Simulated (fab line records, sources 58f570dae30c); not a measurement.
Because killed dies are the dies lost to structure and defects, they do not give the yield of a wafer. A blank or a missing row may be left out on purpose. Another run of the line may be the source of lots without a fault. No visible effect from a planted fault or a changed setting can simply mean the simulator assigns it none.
A single fault, viewed from 2 desks ; flow berkeley-cmos170 ; each desk holds nothing but its own numbers, with what lay behind them at the end

## METROLOGY DESK
Lot by lot, what the gauges showed, no matter which tool ran the lot: averages of those sampled wafers that carry a number. Any lot whose mean is over 4 standard deviations away from the usual mean is out of limits and marked OUT; that distance is given in the brackets.
Columns: A = M1_AL_RS at UCB170_M1_RS_MEAS_01, usual 0.0483 ohm/sq; B = M2_OVL at UCB170_M2_OVL_MEAS_16, usual 1 nm
lot;first seen here;A;B
L502;day 8 14:34;0.0482;-3
L501;day 8 14:57;0.0490;-2
L505;day 9 09:00;0.0484;-2
L503;day 9 09:33;0.0478;-0
L506;day 9 09:33;0.0482;2
L504;day 9 10:01;0.0480;2
L509;day 10 02:55;0.0481;6
L510;day 10 02:58;0.0485;2
L512;day 10 05:44;0.0483;5
L513;day 10 15:08;0.0477;-6
L522;day 12 12:02;0.0473;-5
L521;day 12 12:38;0.0475;-1
L524;day 12 19:22;0.0480;3
L523;day 12 19:42;0.0476;-4
Result from this desk: across the 14 lots, nothing is out of limits.

## TOOL OWNER'S DESK, rie-diel-03
The tool's own readings at UCB170_M3_ETCH_17 (etches BARC in N2/H2): means of the sampled wafers that have a number, for each lot that ran on this tool. Any lot whose mean is over 4 standard deviations away from the usual mean is out of limits and marked OUT; that distance is given in the brackets.
Columns: A = bias-w at UCB170_M3_ETCH_17, usual 100.0 W; B = drypump-motor-current-A at UCB170_M3_ETCH_17, usual 5.7 A; C = oes-product-au at UCB170_M3_ETCH_17, usual 1.004 a.u.; D = throttle-valve-pct at UCB170_M3_ETCH_17, usual 13.36 %
lot;first seen here;A;B;C;D
L505;day 10 05:25;100.0;5.9;0.998;13.29
L506;day 10 05:59;99.9;5.9;1.010;13.30
L509;day 10 23:54;137.0 (+99 or more) OUT;5.8;1.133 (+7.6) OUT;13.44
L510;day 11 01:31;136.5 (+99 or more) OUT;5.4;1.101 (+5.7) OUT;13.23
This desk's verdict: out of limits on L509, L510, starting with L509 at day 10 23:54 (bias-w at UCB170_M3_ETCH_17). L505, L506: within limits.

## TAKEN TOGETHER
At day 10 23:54, on L509, L510, the tool owner's desk was in a position to raise an alarm.
At the metrology desk, nothing out of limits was observed.
The metrology desk holds a record of L509, L510, inside its limits.
On rie-diel-03, each named lot ran UCB170_M3_ETCH_17.

## WHAT THE SIMULATOR PUT IN
Drift in process parameters on rie-diel-03 at UCB170_M3_ETCH_17, starting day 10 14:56. The setting bias-w was moved by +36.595, starting from 100. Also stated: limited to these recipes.
Struck lots among those shown: L509, L510.
How many hours passed from the start of the fault until each desk's first out-of-limits reading: the tool owner's desk, 9.
